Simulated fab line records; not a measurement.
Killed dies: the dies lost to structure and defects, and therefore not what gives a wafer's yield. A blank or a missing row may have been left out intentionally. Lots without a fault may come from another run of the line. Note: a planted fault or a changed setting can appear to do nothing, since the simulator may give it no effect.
fab line records | flow ritCmos
record: lots: 5 wafers: 15 lastDay: 8
route steps=202 shown CONTACT@178 M1@184
lots with no fault: from the same line, run without faults
startH: hours from the record's opening day to when the first of the lot's shown wafers began | waitH: how many hours have passed since the lot's step before this one | " the same as in the row above | L1.1+2: several wafers, shown together as one row | - no value, or no start given | * or withheld: withheld | < > ~ a bound
route shown NAME@n: NAME is a module with steps in the file, n the number in the route of the first one | usual: mean/standard deviation of fault-free wafers | same: alike in all rows | chamber/n: place in a boat | sites: readings site by site | _std_site: the values' standard deviation | _edge_site: inner sites' mean taken away from outer sites' mean | radiusMm: for every site, how far away it sits from the centre of the wafer | mask NAME#n: copy n | behind: tool/chamber where the wafer was last shaped | hold: why the lot went on hold/how many hours it stayed there/how the hold came to an end | device: names the non-switching transistor (n, p or np) | end of line: the route-end tests of the same wafers | a step given without rows: its recipe and nothing more | killed: at the first sort, the dies lost to defects and structure; wafer yield is something else | map: the dies of a wafer, with x for killed, . for not killed, _ for no die there
set.NAME: the setting the step ran with; set.NAME@STEP: the setting that earlier step ran with | model.NAME: the simulator's own value behind a step, which no gauge read
lots at selected steps of the route; one table per step, one row per wafer
services: a tool's chamber out of use, with start hour (startH, from the record's first day; less than 0 if before it), hours out, and reason
== steps ==
step: RIT_CONTACT_HARDBAKE_10
recipe: resist: NOVOLAK tempC: 140 timeS: 60
step: RIT_CONTACT_ETCH_11
recipe: targetDepthA: 4800 overEtchFrac: 0.2 stopOn: TiSi2 chemistry: CHF3/CF4/Ar target: SiO2 CHF3_flow_sccm: 50 cf4FlowSccm: 10 Ar_flow_sccm: 100 O2_flow_sccm: 5 pressureMtorr: 100 rfW: 200 timeS: 320
usual: drypumpMotorCurrentA: 5.4/0.47 oesProductAu: 0.987/0.014 throttleValvePct: 8.86/0.087
columns lot.wafer tool chamber startH waitH drypumpMotorCurrentA oesProductAu rfHoursCounterH throttleValvePct
L621.2 rieDiel-03 3 71.19 0.1 6.3 0.969 7 8.80
L621.4 " 1 " " 5.0 0.985 46 9.00
L621.6 " 2 " " 4.7 0.976 - 8.81
L631.2 rieDiel-04 1 119.28 0.1 5.1 0.990 134 8.81
L631.3 " 0 " " 5.6 0.993 58 8.75
L631.5 " 3 " " 5.1 0.984 - 8.94
L636.1 rieDiel-03 0 138.62 0.1 5.1 0.994 19 8.93
L636.2 " 3 " " 6.3 0.974 8 8.78
L636.3 " 2 " " 4.7 0.972 121 8.80
L638.4 rieDiel-03 2 151.48 0.1 4.7 0.969 121 8.82
L638.5 " 1 " " 5.0 0.989 - 9.01
L638.6 " 2 " " 4.7 0.968 - 8.80
L639.1 rieDiel-03 1 174.96 0.1 5.0 0.992 48 9.01
L639.4 " 0 " " 5.1 0.998 20 8.92
L639.6 " 3 " " 6.3 0.974 - 8.78
step: RIT_CONTACT_STRIP_12
recipe: chemistry: O2 timeS: 180 resist: NOVOLAK platenTempC: withheld powerW: 500 pressureMtorr: 4000 o2FlowSccm: 4000
usual: drypumpMotorCurrentA: 6.02/0.29
columns lot.wafer tool chamber startH waitH drypumpMotorCurrentA rfHoursCounterH
L621.2 plasmaAsher-01 0 71.39 0.1 6.16 29
L621.4 " 0 " " 6.14 -
L621.6 " 1 " " 5.63 -
L631.2 plasmaAsher-01 1 119.48 0.1 5.63 35
L631.3 " 1 " " 5.61 -
L631.5 " 0 " " 6.14 -
L636.1 plasmaAsher-04 1 138.81 0.1 6.06 2
L636.2 " 0 " " 6.25 2
L636.3 " 1 " " 6.05 -
L638.4 plasmaAsher-03 1 151.73 0.2 6.40 -
L638.5 " 1 " " 6.44 -
L638.6 " 0 " " 5.58 -
L639.1 plasmaAsher-04 1 175.15 0.1 6.05 5
L639.4 " 1 " " 6.06 -
L639.6 " 0 " " 6.23 -
step: RIT_CONTACT_CD_MEAS_90
recipe: targetCdNm: 1000
usual: cdNm: 1000.4/2.1
columns lot.wafer tool chamber startH waitH cdNm
L621.2 cdSem-01 - 71.58 0.1 998.9
L621.4 " - " " 1000.2
L621.6 " - " " 999.5
L631.2 cdSem-02 - 119.67 0.1 1003.9
L631.3 " - " " 1002.8
L631.5 " - " " 1001.6
L636.1 cdSem-02 - 138.99 0.1 1003.2
L636.2 " - " " 1002.8
L636.3 " - " " 1004.3
L638.4 cdSem-02 - 151.91 0.1 1002.4
L638.5 " - " " 1003.6
L638.6 " - " " 1002.2
L639.1 cdSem-02 - 175.32 0.1 1004.8
L639.4 " - " " 1004.0
L639.6 " - " " 1001.3
step: RIT_CONTACT_CLEAN_13
recipe: chemistry: SC1 mix: 3:3:50 timeS: 600 tempC: 75
step: RIT_CONTACT_CLEAN_14
recipe: chemistry: SC2 mix: 3:3:50 timeS: 600 tempC: 75 dry: n2Spin
step: RIT_M1_SPUTTER_00
recipe: material: Al targetThkNm: 400 powerW: 2000 chamberPressurePa: 0.4 gas: Ar timeS: 500 substrateTempC: 25
usual: chamberPressurePa: 0.4000/0.00084 throttleValvePct: 29.8/0.87
columns lot.wafer tool chamber startH waitH chamberPressurePa throttleValvePct
L621.2 pvdSputter-04 - 72.03 0.0 0.3992 28.0
L621.4 " - " " 0.4002 28.6
L621.6 " - " " 0.4007 28.4
L631.2 pvdSputter-04 - 120.15 0.0 0.3980 30.3
L631.3 " - " " 0.4007 29.4
L631.5 " - " " 0.4021 29.4
L636.1 pvdSputter-01 - 139.46 0.0 0.3997 30.2
L636.2 " - " " 0.3989 30.7
L636.3 " - " " 0.4000 30.3
L638.4 pvdSputter-04 - 152.33 0.0 0.3993 28.6
L638.5 " - " " 0.3997 29.3
L638.6 " - " " 0.3997 30.5
L639.1 pvdSputter-01 - 175.79 0.0 0.4014 30.7
L639.4 " - " " 0.3997 29.7
L639.6 " - " " 0.4000 30.2
step: RIT_M1_RS_MEAS_01
recipe: thkMeasGauge: four-point-probe reads: Al_of_M1_SPUTTER_00
usual: M1_AL_RS: 0.0740/0.00075
columns lot.wafer tool chamber startH waitH M1_AL_RS[ohm/sq]
L621.2 filmMetro-04 - 72.35 0.2 0.0734
L621.4 " - " " 0.0732
L621.6 " - " " 0.0725
L631.2 filmMetro-01 - 120.47 0.2 0.0751
L631.3 " - " " 0.0749
L631.5 " - " " 0.0749
L636.1 filmMetro-04 - 139.75 0.1 0.0740
L636.2 " - " " 0.0740
L636.3 " - " " 0.0741
L638.4 filmMetro-01 - 152.69 0.2 0.0736
L638.5 " - " " 0.0742
L638.6 " - " " 0.0741
L639.1 filmMetro-01 - 176.09 0.1 0.0728
L639.4 " - " " 0.0729
L639.6 " - " " 0.0739
step: RIT_M1_THK_MEAS_02
recipe: thkMeasGauge: xrf reads: Al_of_M1_SPUTTER_00
usual: M1_AL_THK: 404/4.9
columns lot.wafer tool chamber startH waitH M1_AL_THK[nm]
L621.2 filmMetro-04 - 72.46 0.1 409
L621.4 " - " " 408
L621.6 " - " " 411
L631.2 filmMetro-01 - 120.58 0.1 396
L631.3 " - " " 397
L631.5 " - " " 396
L636.1 filmMetro-04 - 139.87 0.1 405
L636.2 " - " " 402
L636.3 " - " " 405
L638.4 filmMetro-01 - 152.78 0.1 405
L638.5 " - " " 399
L638.6 " - " " 401
L639.1 filmMetro-01 - 176.21 0.1 407
L639.4 " - " " 405
L639.6 " - " " 400
step: RIT_M1_HMDS_03
recipe: primeTimeS: 60 primeTempC: 140
step: RIT_M1_COAT_04
recipe: resist: NOVOLAK spinRpm: 2000 resistThkNm: 1300
step: RIT_M1_SOFTBAKE_05
recipe: resist: NOVOLAK tempC: 90 timeS: 60
step: RIT_M1_EXPOSE_06
recipe: maskId: M12 na: 0.6 sourceShape: conventional sigmaOuter: 0.5 targetCdNm: 2600 doseMj: 250
usual: focusOffsetNm: 0.0/0.57
columns lot.wafer tool chamber startH waitH mask focusOffsetNm
L621.2 ilineStepper-01 0 72.98 0.1 M12_R1#0 -0.5
L621.4 " 0 " " M12_R1#0 -0.3
L621.6 " 0 " " M12_R1#0 -0.9
L631.2 ilineStepper-01 0 121.10 0.1 M12#0 0.6
L631.3 " 0 " " M12#0 1.1
L631.5 " 0 " " M12#0 0.2
L636.1 ilineStepper-01 0 140.38 0.1 M12#0 -0.6
L636.2 " 0 " " M12#0 0.1
L636.3 " 0 " " M12#0 0.2
L638.4 ilineStepper-02 0 153.44 0.2 M12#0 -0.9
L638.5 " 0 " " M12#0 -0.1
L638.6 " 0 " " M12#0 -0.3
L639.1 ilineStepper-01 0 176.72 0.1 M12#0 -0.6
L639.4 " 0 " " M12#0 0.3
L639.6 " 0 " " M12#0 0.6
step: RIT_M1_PEB_07
recipe: resist: NOVOLAK tempC: withheld timeS: withheld
step: RIT_M1_DEVELOP_08
recipe: resist: NOVOLAK developTimeS: 68 devTempC: 23
step: RIT_M1_CD_MEAS_09
recipe: targetCdNm: 2600
usual: cdNm: 2599.8/2.1
columns lot.wafer tool chamber startH waitH hold cdNm
L621.2 cdSem-01 - 73.41 - awaitDispo/0.2h/release 2748.7
L621.4 " - " " awaitDispo/0.2h/release 2750.3
L621.6 " - " " awaitDispo/0.2h/release 2747.8
L621.2 cdSem-01 - 73.70 0.3 - 2748.2
L621.4 " - " " - 2749.7
L621.6 " - " " - 2747.4
L631.2 cdSem-02 - 121.53 - - 2597.3
L631.3 " - " " - 2597.5
L631.5 " - " " - 2596.7
L636.1 cdSem-01 - 140.81 - - 2597.1
L636.2 " - " " - 2598.6
L636.3 " - " " - 2596.8
L638.4 cdSem-01 - 153.87 - - 2602.9
L638.5 " - " " - 2603.0
L638.6 " - " " - 2600.4
L639.1 cdSem-01 - 177.15 - - 2596.4
L639.4 " - " " - 2594.6
L639.6 " - " " - 2596.5
step: RIT_M1_PROBE_99
usual: defectLimitedYield: 97.6/1 killedAtContacts: 0.1/0.23 killedAtFrontEnd: 6.2/2.8 killedDies: 6.3/2.7 killedOpen: 3.1/2 killedShort: 3.2/1.8 sort_bin_3_pad_short: 0.1/0.18 sort_bin_5_function: 1.3/0.73 sort_bin_6_memory: 1.0/0.62 sortNPass: 257.7/2.7 sortYieldPct: 97.6/1
same: grossDies: 264 killed_at_M0_to_M3: 0 killed_at_M4_up: 0 killedAtBackSide: 0 killedAtOther: 0
columns lot.wafer tool chamber startH waitH defectLimitedYield[%] killedAtContacts killedAtFrontEnd killedDies killedOpen killedShort sort_bin_3_pad_short[%] sort_bin_5_function[%] sort_bin_6_memory[%] sortNPass sortYieldPct[%]
L631.2 prober-01 - 124.25 0.1 97.0 0 8 8 5 3 0 2.7 0.4 256.0 97.0
L631.3 prober-01 - 124.30 0.2 97.0 0 8 8 1 7 0 2.7 0.4 256.0 97.0
L631.5 prober-01 - 124.40 0.2 97.3 0 7 7 5 2 0 1.5 1.1 257.0 97.3
L638.4 prober-01 - 156.64 0.2 98.5 0 4 4 2 2 0 1.1 0.4 260.0 98.5
L638.5 prober-01 - 156.69 0.2 96.6 1 8 9 2 7 0 2.7 0.8 255.0 96.6
L638.6 prober-01 - 156.74 0.2 98.5 0 4 4 1 3 0.4 0.4 0.8 260.0 98.5
L639.1 prober-01 - 179.90 0.1 98.9 0 3 3 3 0 0 1.1 0 261.0 98.9
L639.4 prober-01 - 180.05 0.2 99.2 0 2 2 0 2 0 0 0.8 262.0 99.2
L639.6 prober-01 - 180.15 0.2 98.5 0 4 4 1 3 0 0.8 0.8 260.0 98.5
killed by level:class
L631.2 FOX1:geometricParticle:open=2 GATE:geometricParticle:open=2 GATE:geometricParticle:short=1 REOX:geometricParticle:short=1 REOX:geometricParticle:open=1 SPACER:geometricParticle:short=1
L631.3 SPACER:geometricParticle:short=3 FOX1:geometricParticle:short=2 GATE:geometricParticle:short=2 GATE:geometricParticle:open=1
L631.5 GATE:geometricParticle:open=2 SILICIDE:geometricParticle:open=2 FOX1:geometricParticle:open=1 GATE:geometricParticle:short=1 REOX:geometricParticle:short=1
L638.4 GATE:geometricParticle:short=2 GATE:geometricParticle:open=1 SPACER:geometricParticle:open=1
L638.5 GATE:geometricParticle:short=4 GATE:geometricParticle:open=2 SILICIDE:geometricParticle:short=2 CONTACT:geometricParticle:short=1
L638.6 ACTIVE:geometricParticle:short=1 FOX1:geometricParticle:short=1 FOX2:geometricParticle:open=1 GATE:geometricParticle:short=1
L639.1 SPACER:geometricParticle:open=2 REOX:geometricParticle:open=1
L639.4 GATE:geometricParticle:short=1 SILICIDE:geometricParticle:short=1
L639.6 FOX2:geometricParticle:short=1 GATE:geometricParticle:open=1 GATE:geometricParticle:short=1 SPACER:geometricParticle:short=1
== services ==
columns tool chamber startH hours kind
pvdSputter-01 - 51.14 2.0 repair
ilineStepper-01 - 64.65 1.1 repair
rieDiel-04 2 79.69 2.3 repair
rieDiel-04 - 85.92 0.3 repair
rieDiel-04 0 91.03 4.7 repair
pvdSputter-01 - 99.46 6.6 repair
plasmaAsher-04 - 108.75 9.0 pm
plasmaAsher-04 0 108.75 9.0 ventCycle
plasmaAsher-04 1 108.75 9.0 ventCycle
rieDiel-04 2 109.71 2.6 repair
pvdSputter-01 - 115.72 1.0 repair
plasmaAsher-04 0 117.75 - clean
plasmaAsher-04 1 117.75 - clean
rieDiel-04 0 150.11 4.5 repair
rieDiel-03 - 164.18 4.3 pm
ilineStepper-01 - 173.85 1.7 pm
== key ==
firstSign: step: RIT_M1_EXPOSE_06 reading: mask direction: changed
effect: step: RIT_M1_CD_MEAS_09 reading: visit direction: added
effect: step: RIT_M1_CD_MEAS_09 reading: cdNm direction: up sigmas: 73 usual: 2599.8 struck: 2748.9
metAt RIT_M1_EXPOSE_06
struckWafers L621.2,L621.4,L621.6
scrappedBehind RIT_M1_CD_MEAS_09 L621.2,L621.4,L621.6
fault: kind: wrongMask tool: any chamber: - onsetH: 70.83 steps: RIT_M1_EXPOSE_06 auxCopy: M12_R1#0 cdOffsetNm: 150 scope: struckLotsOnly
